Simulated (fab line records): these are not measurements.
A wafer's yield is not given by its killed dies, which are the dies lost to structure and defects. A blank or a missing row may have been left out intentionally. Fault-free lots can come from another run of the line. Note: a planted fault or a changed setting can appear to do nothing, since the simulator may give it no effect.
Split-lot experiment -- flow berkeley_cmos170 -- 27 wafers read across 5 lots, on a route 331 steps long

## ON THE SPLIT
At UCB170_M3_METAL_ETCH_18 (etches Al in Cl2/BCl3, stops on SiO2, target depth 1170 nm, time 195 s), the setting time_s was moved away from the recipe's 195 s on 12 of the 27 wafers read, by -49.5% to +58.0%. The other wafers ran this setting at the recipe's value.

## FROM THE SPLIT TO THE READING: what the file shows between them, 1 step
- UCB170_M3_STRIP_19: strips in O2

## THE READING
cd_nm, in nm, at UCB170_M3_CD_MEAS_90 (target cd 700 nm). A value of 700 nm with a standard deviation of 4.7 nm is what fault-free wafers of this fab line usually give.

wafer,"tool, chamber at the split","time_s as run, s",against the recipe,"cd_nm, nm",against lot-mates on the recipe
L078.1,"rie_metal-02, 1",113.7,-41.7%,724,+22
L078.2,"rie_metal-02, 0",113.7,-41.7%,714,+12
L078.3,"rie_metal-02, 0",195,recipe,698,-
L078.4,"rie_metal-02, 1",113.7,-41.7%,725,+23
L078.5,"rie_metal-02, 0",195,recipe,701,-
L078.6,"rie_metal-02, 1",195,recipe,706,-
L077.1,"rie_metal-02, 0",162.1,-16.9%,706,+7
L077.2,"rie_metal-02, 1",162.1,-16.9%,709,+10
L077.3,"rie_metal-02, 0",195,recipe,696,-
L077.4,"rie_metal-02, 1",162.1,-16.9%,708,+9
L077.5,"rie_metal-02, 0",195,recipe,698,-
L077.6,"rie_metal-02, 1",195,recipe,702,-
L081.1,"rie_metal-01, 1",195,recipe,700,-
L081.2,"rie_metal-01, 0",195,recipe,708,-
L081.4,"rie_metal-01, 0",195,recipe,706,-
L083.1,"rie_metal-01, 1",308.1,+58.0%,663,-32
L083.2,"rie_metal-01, 0",308.1,+58.0%,671,-24
L083.3,"rie_metal-01, 0",195,recipe,697,-
L083.4,"rie_metal-01, 1",195,recipe,692,-
L083.5,"rie_metal-01, 0",195,recipe,696,-
L083.6,"rie_metal-01, 1",308.1,+58.0%,664,-31
L084.1,"rie_metal-02, 1",98.46,-49.5%,725,+25
L084.2,"rie_metal-02, 0",195,recipe,699,-
L084.3,"rie_metal-02, 1",98.46,-49.5%,726,+26
L084.4,"rie_metal-02, 0",195,recipe,697,-
L084.5,"rie_metal-02, 1",195,recipe,703,-
L084.6,"rie_metal-02, 0",98.46,-49.5%,720,+20

FIT RESULTS
A straight line over all 27 wafers: cd_nm changes by -0.536 nm for each +1% of time_s; r = -0.97; the points scatter about the line by 4.2 nm.
The same after taking each lot's own level away (the mean of its wafers on the recipe; 27 wafers): -0.489 nm for each +1%; r = -0.98; scatter 3.2 nm.
On that fit, the largest move of time_s shifts the reading by 28 nm.
From 695.0 to 704.7 nm: that is the span of the lots' own levels, equal to 2.1 times the standard deviation above.
Consequently the slope shifts little with the lot-to-lot level, the two slopes agreeing.
Check: with one of the wafers moved furthest among these (+58.0%) left out of the fit, the line predicts -27.5 nm for it against its lot-mates. Against them it came out at -32 nm.

## THE WHOLE CHAIN: every reading that the file lists as answering this split, in the file's order
step,what it does,reading,change (the file's fit),r (the file's)
UCB170_M3_METAL_ETCH_18,"etches Al in Cl2/BCl3, stops on SiO2, target depth 1170 nm, time 195 s","M3.feature_depth_nm (the simulator's own value, which no gauge read)","not straight: 592.2 at the lowest setting, 954.3 at the recipe, 990.1 at the highest",not given
UCB170_M3_METAL_ETCH_18,"etches Al in Cl2/BCl3, stops on SiO2, target depth 1170 nm, time 195 s","etch.depth_nm (the simulator's own value, which no gauge read)","not straight: 592.2 at the lowest setting, 900.5 at the recipe, 891.8 at the highest",not given
UCB170_M3_METAL_ETCH_18,"etches Al in Cl2/BCl3, stops on SiO2, target depth 1170 nm, time 195 s","KrF_of_M3_COAT_10.thk_nm (the simulator's own value, which no gauge read)",-5.26 nm for each +1% of the setting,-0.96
UCB170_M3_STRIP_19,strips in O2,oes_product_au,-0.00384 a.u. for each +1% of the setting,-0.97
UCB170_M3_CD_MEAS_90,target cd 700 nm,cd_nm,-0.49 nm for each +1% of the setting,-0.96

## FILE'S OWN FIT
cd_nm changes by -0.49 nm for each +1% of time_s, r = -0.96.
